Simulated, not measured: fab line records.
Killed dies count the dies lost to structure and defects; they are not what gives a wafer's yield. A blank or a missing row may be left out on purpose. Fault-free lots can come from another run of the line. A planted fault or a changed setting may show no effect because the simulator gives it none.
fab line records -- flow ritCmos
[record] lots = 14, wafers = 42, lastDay = 7
route steps=202 shown NWELL@33
lots with no fault: from the same line, run without faults
startH: start of the lot's first displayed wafer, in hours after the record's first day -- waitH: how many hours have passed since the lot's step before this one -- " the same as in the row above -- L1.1+2: one row covering several wafers at once -- - no value present, or no start provided -- * or withheld: withheld -- < > ~ a bound
route shown NAME@n: a module of which the file shows steps, and the number in the route of the first -- usual: mean/standard deviation taken from wafers without a fault -- same: alike in all rows -- chamber/n: place in a boat -- sites: readings site by site -- _std_site: standard deviation of those values -- _edge_site: inner sites' mean taken away from outer sites' mean -- radiusMm: for every site, how far away it sits from the centre of the wafer -- mask NAME#n: copy n -- behind: the tool/chamber that last shaped the wafer -- hold: the reason the lot was held/the length of the hold in hours/how it ended -- device: names the non-switching transistor (n, p or np) -- end of line: tests run on the same wafers once the route is complete -- a step with no rows: only its recipe -- killed: the dies lost at the first sort to structure and to defects; this is not the yield of the wafer -- map: the dies of a wafer, with x for killed, . for not killed, _ for no die there
set.NAME: setting as actually run; set.NAME@STEP: the setting as run at that earlier step -- model.NAME: the simulator's own value behind a step, which no gauge read
one table for each step of the route and one row for each wafer, over a sample of lots
[[steps]]
[step RIT_NWELL_DEVELOP_05]
[recipe] resist = NOVOLAK, developTimeS = 68, devTempC = 23
[usual] chillPlateTempC = 23.04/0.11, developTimeS = 68/0
lot.wafer,tool,chamber,startH,waitH,chillPlateTempC,developTimeS
L622.2,lithoTrack-04,0,22,-,23.14,68
L622.3,lithoTrack-04,0,22,-,23.29,68
L622.6,lithoTrack-04,0,22,-,23.22,68
L625.2,lithoTrack-02,0,40,-,23.13,68
L625.3,lithoTrack-02,0,40,-,23.03,68
L625.4,lithoTrack-02,0,40,-,23.07,68
L626.1,lithoTrack-01,0,47,-,22.88,68
L626.3,lithoTrack-01,0,48,-,22.86,68
L626.5,lithoTrack-01,0,48,-,23.00,68
L628.1,lithoTrack-04,0,54,-,23.17,68
L628.2,lithoTrack-04,0,55,-,22.97,68
L628.3,lithoTrack-04,0,55,-,23.12,68
L630.1,lithoTrack-02,0,61,-,22.90,68
L630.3,lithoTrack-02,0,61,-,22.98,68
L630.5,lithoTrack-02,0,61,-,23.05,68
L632.3,lithoTrack-04,0,70,-,23.12,68
L632.5,lithoTrack-04,0,70,-,23.08,68
L632.6,lithoTrack-04,0,70,-,23.12,68
L633.3,lithoTrack-02,-,75,-,-,-
L633.5,lithoTrack-02,-,75,-,-,-
L633.6,lithoTrack-02,-,75,-,-,-
L634.2,lithoTrack-01,-,81,-,-,-
L634.3,lithoTrack-01,-,81,-,-,-
L634.5,lithoTrack-01,-,81,-,-,-
L639.4,lithoTrack-04,0,105,-,23.09,68
L639.5,lithoTrack-04,0,105,-,23.13,68
L639.6,lithoTrack-04,0,105,-,23.17,68
L640.1,lithoTrack-01,0,111,-,23.08,68
L640.3,lithoTrack-01,0,111,-,23.09,68
L640.6,lithoTrack-01,0,111,-,23.22,68
L641.4,lithoTrack-04,0,115,-,23.20,68
L641.5,lithoTrack-04,0,115,-,23.10,68
L641.6,lithoTrack-04,0,115,-,23.00,68
L642.1,lithoTrack-02,0,121,-,22.90,68
L642.3,lithoTrack-02,0,121,-,22.97,68
L642.6,lithoTrack-02,0,121,-,23.07,68
L643.1,lithoTrack-04,0,125,-,23.01,68
L643.3,lithoTrack-04,0,125,-,22.98,68
L643.6,lithoTrack-04,0,125,-,23.08,68
L644.2,lithoTrack-02,0,131,-,23.12,68
L644.5,lithoTrack-02,0,131,-,23.03,68
L644.6,lithoTrack-02,0,131,-,23.13,68
[[key]]
[firstSign] step = RIT_NWELL_DEVELOP_05, reading = toolRecord, direction = missing
effect none on later readings
metAt RIT_NWELL_DEVELOP_05
struckLots L633,L634
sortLeftOut L633.3,L633.5,L633.6,L634.2,L634.3,L634.5
testerLeftOut L633,L634
onsetBetween 61 75
[fault] kind = skippedStepWhole, tool = lithoTrack-01,lithoTrack-02, chamber = -, onsetH = 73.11, steps = RIT_NWELL_DEVELOP_05, scope = struckLotsOnly
// testerLeftOut: of these lots the tester's yield and bins aren't shown, on N5 and GAA mostly nor the transistor test; their killed dies are dies lost to structure and defects alone, not to doping, threshold or leakage, so they don't give the yield
// sortLeftOut: the simulated sort isn't trusted on such a fault, so these wafers' sort isn't shown, and their yield isn't known
